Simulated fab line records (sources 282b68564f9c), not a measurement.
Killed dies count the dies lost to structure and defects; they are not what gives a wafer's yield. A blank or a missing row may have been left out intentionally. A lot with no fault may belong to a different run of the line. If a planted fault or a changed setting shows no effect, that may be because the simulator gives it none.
fab line records -- flow rit-cmos
record lots=6, wafers=18, last-day=7
route steps=202 shown REOX@100 NLDD@103 M1@202
lots with no fault: from the same line, run without faults
start-h: hours from the record's opening day to when the first of the lot's shown wafers began -- wait-h: hours from the lot's prior step to this one -- " repeats the value in the row above -- L1.1+2: one row covering several wafers at once -- - no value present, or no start provided -- * or withheld: withheld -- < > ~ a bound
route shown NAME@n: names a module that has steps shown in the file, with the first one's number in the route -- usual: mean and standard deviation over wafers with no fault -- same: alike in all rows -- chamber/n: place in a boat -- sites: each site's reading -- _std_site: standard deviation across them -- _edge_site: the outer-site mean with the inner-site mean subtracted -- radius-mm: how far each site lies from the wafer's centre -- mask NAME#n: copy n -- behind: the most recent tool/chamber to have shaped the wafer -- hold: why the lot went on hold/how many hours it stayed there/how the hold came to an end -- device: whichever transistor did not switch (one of n, p or np) -- end of line: tests of these same wafers at the route's end -- where a step has no rows: the recipe by itself -- killed: the dies lost at the first sort to structure and to defects; this is not the yield of the wafer -- map: the dies of a wafer, with x for killed, . for not killed, _ for no die there
set.NAME: the setting the step ran with; set.NAME@STEP: the setting that earlier step ran with -- model.NAME: the simulator's own value behind a step, which no gauge read
lots at selected steps of the route; one table per step, one row per wafer
services: a tool's chamber out of use, with start hour (start-h, from the record's first day; less than 0 if before it), hours out, and reason
## steps
# step RIT_REOX_CLEAN_02
# recipe chemistry=SC2, mix=3:3:50, time-s=600, temp-c=75, dry=n2-spin
# step RIT_REOX_OXIDATION_03
# recipe temp-c=900, ambient=O2, target-thk-a=252, ox-time-s=5580
# step RIT_REOX_THK_MEAS_04
# recipe reads=SiO2_of_REOX_OXIDATION_03
# usual REOX_OXIDE_THK=24.9/0.51
lot.wafer,tool,chamber,start-h,wait-h,REOX_OXIDE_THK[nm]
L291.1,film-metro-01,-,45.99,0.0,25.4
L291.4,film-metro-01,-,45.99,0.0,25.7
L291.5,film-metro-01,-,45.99,0.0,25.4
L295.2,film-metro-04,-,66.51,0.0,25.0
L295.4,film-metro-04,-,66.51,0.0,24.7
L295.5,film-metro-04,-,66.51,0.0,24.7
L300.4,film-metro-03,-,91.22,0.0,25.4
L300.5,film-metro-03,-,91.22,0.0,24.9
L300.6,film-metro-03,-,91.22,0.0,24.8
L304.2,film-metro-01,-,118.14,0.1,24.3
L304.3,film-metro-01,-,118.14,0.1,24.8
L304.4,film-metro-01,-,118.14,0.1,24.3
L308.2,film-metro-04,-,141.18,0.0,25.5
L308.4,film-metro-04,-,141.18,0.0,25.2
L308.6,film-metro-04,-,141.18,0.0,25.6
L310.1,film-metro-04,-,146.58,0.0,25.6
L310.4,film-metro-04,-,146.58,0.0,25.8
L310.6,film-metro-04,-,146.58,0.0,25.6
# step RIT_NLDD_HMDS_00
# recipe prime-time-s=60, prime-temp-c=140
# step RIT_NLDD_COAT_01
# recipe resist=NOVOLAK, spin-rpm=3250, resist-thk-nm=1000
# step RIT_NLDD_SOFTBAKE_02
# recipe resist=NOVOLAK, temp-c=90, time-s=60
# step RIT_NLDD_EXPOSE_03
# recipe mask-id=M7, na=0.57, target-cd-nm=40700, dose-mj=250
# step RIT_NLDD_PEB_04
# recipe resist=NOVOLAK, temp-c=withheld, time-s=withheld
# step RIT_NLDD_DEVELOP_05
# recipe resist=NOVOLAK, develop-time-s=50, dev-temp-c=23
# step RIT_NLDD_OVL_MEAS_06
# usual NLDD_OVL=-1.1/1.6
lot.wafer,tool,chamber,start-h,wait-h,NLDD_OVL[nm]
L291.1,overlay-01,-,47.11,-,-2.2
L291.4,overlay-01,-,47.11,-,-1.4
L291.5,overlay-01,-,47.11,-,-3.0
L295.2,overlay-02,-,67.54,-,-1.1
L295.4,overlay-02,-,67.54,-,-0.5
L295.5,overlay-02,-,67.54,-,-1.6
L300.4,overlay-01,-,92.12,-,0.6
L300.5,overlay-01,-,92.12,-,-0.9
L300.6,overlay-01,-,92.12,-,0.8
L304.2,overlay-01,-,119.17,-,-1.1
L304.3,overlay-01,-,119.17,-,0.6
L304.4,overlay-01,-,119.17,-,1.1
L308.2,overlay-02,-,142.32,-,-0.4
L308.4,overlay-02,-,142.32,-,-2.5
L308.6,overlay-02,-,142.32,-,-2.5
L310.1,overlay-02,-,147.49,-,-2.6
L310.4,overlay-02,-,147.49,-,0.7
L310.6,overlay-02,-,147.49,-,-1.7
# step RIT_NLDD_HARDBAKE_07
# recipe resist=NOVOLAK, temp-c=140, time-s=60
# step RIT_NLDD_IMPLANT_08
# recipe species=P, energy-kev=20, dose-cm2=5e+14, tilt-deg=7
# step RIT_NLDD_STRIP_09
# recipe chemistry=O2, time-s=180, resist=NOVOLAK, platen-temp-c=withheld, power-w=500, pressure-mtorr=4000, o2-flow-sccm=4000
# usual chamber-pressure-mTorr=4000/3.5, drypump-motor-current-A=6.0/0.32
lot.wafer,tool,chamber,start-h,wait-h,chamber-pressure-mTorr,drypump-motor-current-A,rf-hours-counter-h
L291.1,plasma-asher-04,1,47.53,0.1,4002,5.8,43
L291.4,plasma-asher-04,1,47.53,0.1,4002,5.8,-
L291.5,plasma-asher-04,0,47.53,0.1,4001,5.9,-
L295.2,plasma-asher-01,1,67.87,0.1,3990,6.0,26
L295.4,plasma-asher-01,0,67.87,0.1,3995,6.5,-
L295.5,plasma-asher-01,0,67.87,0.1,4003,6.5,-
L300.4,plasma-asher-04,1,92.49,0.1,4003,5.7,-
L300.5,plasma-asher-04,1,92.49,0.1,4006,5.7,-
L300.6,plasma-asher-04,0,92.49,0.1,1998,5.9,-
L304.2,plasma-asher-04,1,119.50,0.1,4004,5.7,50
L304.3,plasma-asher-04,1,119.50,0.1,3996,5.7,-
L304.4,plasma-asher-04,0,119.50,0.1,1994,5.9,-
L308.2,plasma-asher-01,1,142.65,0.1,4000,6.0,34
L308.4,plasma-asher-01,1,142.65,0.1,4003,6.0,-
L308.6,plasma-asher-01,0,142.65,0.1,3995,6.5,-
L310.1,plasma-asher-02,0,147.83,0.1,4001,6.2,50
L310.4,plasma-asher-02,0,147.83,0.1,3996,6.2,-
L310.6,plasma-asher-02,0,147.83,0.1,3997,6.2,-
# step RIT_NLDD_TW_MEAS_10
# usual NLDD_TW=2489/11
lot.wafer,tool,chamber,start-h,wait-h,NLDD_TW
L291.1,film-metro-04,-,47.70,0.1,2475
L291.4,film-metro-04,-,47.70,0.1,2483
L291.5,film-metro-04,-,47.70,0.1,2474
L295.2,film-metro-01,-,68.05,0.1,2477
L295.4,film-metro-01,-,68.05,0.1,2496
L295.5,film-metro-01,-,68.05,0.1,2488
L300.4,film-metro-01,-,92.64,0.1,2492
L300.5,film-metro-01,-,92.64,0.1,2487
L300.6,film-metro-01,-,92.64,0.1,2475
L304.2,film-metro-02,-,119.69,0.1,2485
L304.3,film-metro-02,-,119.69,0.1,2494
L304.4,film-metro-02,-,119.69,0.1,2480
L308.2,film-metro-01,-,142.84,0.1,2494
L308.4,film-metro-01,-,142.84,0.1,2486
L308.6,film-metro-01,-,142.84,0.1,2491
L310.1,film-metro-02,-,148.00,0.1,2481
L310.4,film-metro-02,-,148.00,0.1,2477
L310.6,film-metro-02,-,148.00,0.1,2497
# step RIT_M1_PROBE_99
# usual killed-at-front-end=6.6/2.7, killed-dies=6.7/2.7, killed-open=3.3/1.9, killed-short=3.4/1.9
# same gross-dies=264, killed_at_M0_to_M3=0, killed_at_M4_up=0, killed-at-back-side=0, killed-at-contacts=0, killed-at-other=0
lot.wafer,tool,chamber,start-h,wait-h,killed-at-front-end,killed-dies,killed-open,killed-short
L291.1,prober-02,-,63.81,0.1,9,9,4,5
L291.4,prober-02,-,63.96,0.2,8,8,2,6
L291.5,prober-02,-,64.01,0.2,5,5,1,4
L295.2,prober-02,-,83.27,0.1,8,8,4,4
L295.4,prober-02,-,83.37,0.2,8,8,6,2
L295.5,prober-02,-,83.42,0.2,9,9,5,4
L300.4,prober-01,-,110.99,0.2,7,7,3,4
L300.5,prober-01,-,111.04,0.2,11,11,6,5
L300.6,prober-01,-,111.09,0.2,8,8,3,5
L304.2,prober-01,-,134.51,0.1,9,9,1,8
L304.3,prober-01,-,134.56,0.2,3,3,2,1
L304.4,prober-01,-,134.61,0.2,3,3,2,1
L308.2,prober-01,-,161.67,0.1,8,8,3,5
L308.4,prober-01,-,161.77,0.2,7,7,1,6
L308.6,prober-01,-,161.87,0.2,8,8,5,3
L310.1,prober-02,-,165.60,0.1,5,5,1,4
L310.4,prober-02,-,165.75,0.2,5,5,1,4
L310.6,prober-02,-,165.85,0.2,7,7,1,6
# killed by level:class
L291.1 SILICIDE:geometric-particle:short=2 FOX1:geometric-particle:open=1 GATE:geometric-particle:open=1 GATE:geometric-particle:short=1 REOX:geometric-particle:open=1 REOX:geometric-particle:short=1 SPACER:geometric-particle:short=1 SPACER:geometric-particle:open=1
L291.4 FOX1:geometric-particle:short=2 SILICIDE:geometric-particle:short=2 FOX1:geometric-particle:open=1 FOX2:geometric-particle:short=1 GATE:geometric-particle:short=1 SILICIDE:geometric-particle:open=1
L291.5 GATE:geometric-particle:short=2 REOX:geometric-particle:short=1 SILICIDE:geometric-particle:open=1 SILICIDE:geometric-particle:short=1
L295.2 GATE:geometric-particle:open=3 FOX1:geometric-particle:short=2 REOX:geometric-particle:short=2 FOX1:geometric-particle:open=1
L295.4 GATE:geometric-particle:short=2 SPACER:geometric-particle:open=2 FOX1:geometric-particle:open=1 GATE:geometric-particle:open=1 REOX:geometric-particle:open=1 SILICIDE:geometric-particle:open=1
L295.5 FOX1:geometric-particle:short=2 FOX1:geometric-particle:open=2 GATE:geometric-particle:short=2 REOX:geometric-particle:open=2 SPACER:geometric-particle:open=1
L300.4 GATE:geometric-particle:open=2 GATE:geometric-particle:short=2 FOX1:geometric-particle:short=1 FOX2:geometric-particle:short=1 SILICIDE:geometric-particle:open=1
L300.5 GATE:geometric-particle:short=4 GATE:geometric-particle:open=2 FOX2:geometric-particle:open=1 REOX:geometric-particle:open=1 SPACER:geometric-particle:open=1 SILICIDE:geometric-particle:open=1 SILICIDE:geometric-particle:short=1
L300.6 GATE:geometric-particle:short=2 SPACER:geometric-particle:open=2 FOX1:geometric-particle:short=1 FOX2:geometric-particle:short=1 REOX:geometric-particle:open=1 SPACER:geometric-particle:short=1
L304.2 GATE:geometric-particle:short=3 FOX1:geometric-particle:short=2 SILICIDE:geometric-particle:short=2 REOX:geometric-particle:open=1 SPACER:geometric-particle:short=1
L304.3 FOX1:geometric-particle:open=1 FOX1:geometric-particle:short=1 SPACER:geometric-particle:open=1
L304.4 SILICIDE:geometric-particle:open=2 GATE:geometric-particle:short=1
L308.2 GATE:geometric-particle:open=2 SILICIDE:geometric-particle:short=2 FOX1:geometric-particle:short=1 GATE:geometric-particle:short=1 SPACER:geometric-particle:short=1 SILICIDE:geometric-particle:open=1
L308.4 SILICIDE:geometric-particle:short=3 FOX1:geometric-particle:short=1 GATE:geometric-particle:short=1 REOX:geometric-particle:open=1 SPACER:geometric-particle:short=1
L308.6 FOX1:geometric-particle:open=2 REOX:geometric-particle:open=2 GATE:geometric-particle:open=1 GATE:geometric-particle:short=1 SPACER:geometric-particle:short=1 SILICIDE:geometric-particle:short=1
L310.1 SILICIDE:geometric-particle:short=2 FOX2:geometric-particle:short=1 GATE:geometric-particle:short=1 GATE:geometric-particle:open=1
L310.4 GATE:geometric-particle:short=2 FOX2:geometric-particle:short=1 REOX:geometric-particle:short=1 SILICIDE:geometric-particle:open=1
L310.6 GATE:geometric-particle:short=2 FOX2:geometric-particle:short=1 GATE:geometric-particle:open=1 REOX:geometric-particle:short=1 SILICIDE:geometric-particle:short=1 SPACER:geometric-particle:short=1
## services
tool,chamber,start-h,hours,kind
plasma-asher-02,-,43.78,0.9,repair
## key
first-sign step=RIT_NLDD_STRIP_09, reading=chamber-pressure-mTorr, direction=down, sigmas=99+, usual=4000, struck=1996
effect none on later readings
met-at RIT_NLDD_STRIP_09
struck-wafers L300.6,L304.4
tester-left-out L300,L304
onset-between 47.53 92.49
fault kind=process-parameter-drift, tool=plasma-asher-04, chamber=0, onset-h=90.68, steps=RIT_NLDD_STRIP_09, channel=pressure-mtorr, offset=-2000, shape=step, end-h=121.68, acts-in=these-recipes-only, stated=4000
# tester-left-out: of these lots the tester's yield and bins aren't shown, on N5 and GAA mostly nor the transistor test; their killed dies are dies lost to structure and defects alone, not to doping, threshold or leakage, so they don't give the yield
